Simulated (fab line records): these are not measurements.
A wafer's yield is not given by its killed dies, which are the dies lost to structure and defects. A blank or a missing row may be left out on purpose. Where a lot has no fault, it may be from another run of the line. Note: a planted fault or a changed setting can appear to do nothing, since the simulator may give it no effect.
Which of the tools did it? | flow berkeley cmos170 | route of 331 steps, sampled at 1 step: 7 lots, 21 wafers

== WHAT THE GAUGES READ, wafer by wafer ==
UCB170_START_THK_MEAS_03.
lot  | measured    | on            | START_OXIDE_THK (nm)
L236 | day 2 00:09 | film metro-04 | 20.2 20.5 20.5
L242 | day 3 08:05 | film metro-04 | 19.8 20.2 20.2
L246 | day 4 02:09 | film metro-04 | 20.3 20.5 20.5
L249 | day 4 19:43 | film metro-01 | 20.7 20.9 21.0
L251 | day 5 10:22 | film metro-04 | 19.4 19.7 19.7
L254 | day 5 16:53 | film metro-04 | 19.3 18.9 19.3
L257 | day 6 11:23 | film metro-04 | 20.3 20.4 20.5

== EACH LOT AND THE TOOL THAT RAN IT (in order: tool; ch and the chambers of the sampled wafers; start) ==
Before these readings, the record contains no process step.

== THE ANSWER, worked out from the rows above alone ==
Rule: what is usual is taken from the lots themselves. Put in order of their means at a reading, lots are off if they are a third of the lots or fewer, leave a main group of 4 or more, and stand apart from it by a gap of 3 or more times the standard deviation of the main group's means; of several such gaps the widest counts. A main group is skipped when, at the precision printed for the reading in the tables above, its means are all equal. Also off: a lot with no number at a reading for which 4 or more lots have one. All remaining lots with rows at the step are treated as sound.
Nothing can be told from this: no lot is off at any reading shown.

== WHAT HAD BEEN PUT IN BY THE SIMULATOR ==
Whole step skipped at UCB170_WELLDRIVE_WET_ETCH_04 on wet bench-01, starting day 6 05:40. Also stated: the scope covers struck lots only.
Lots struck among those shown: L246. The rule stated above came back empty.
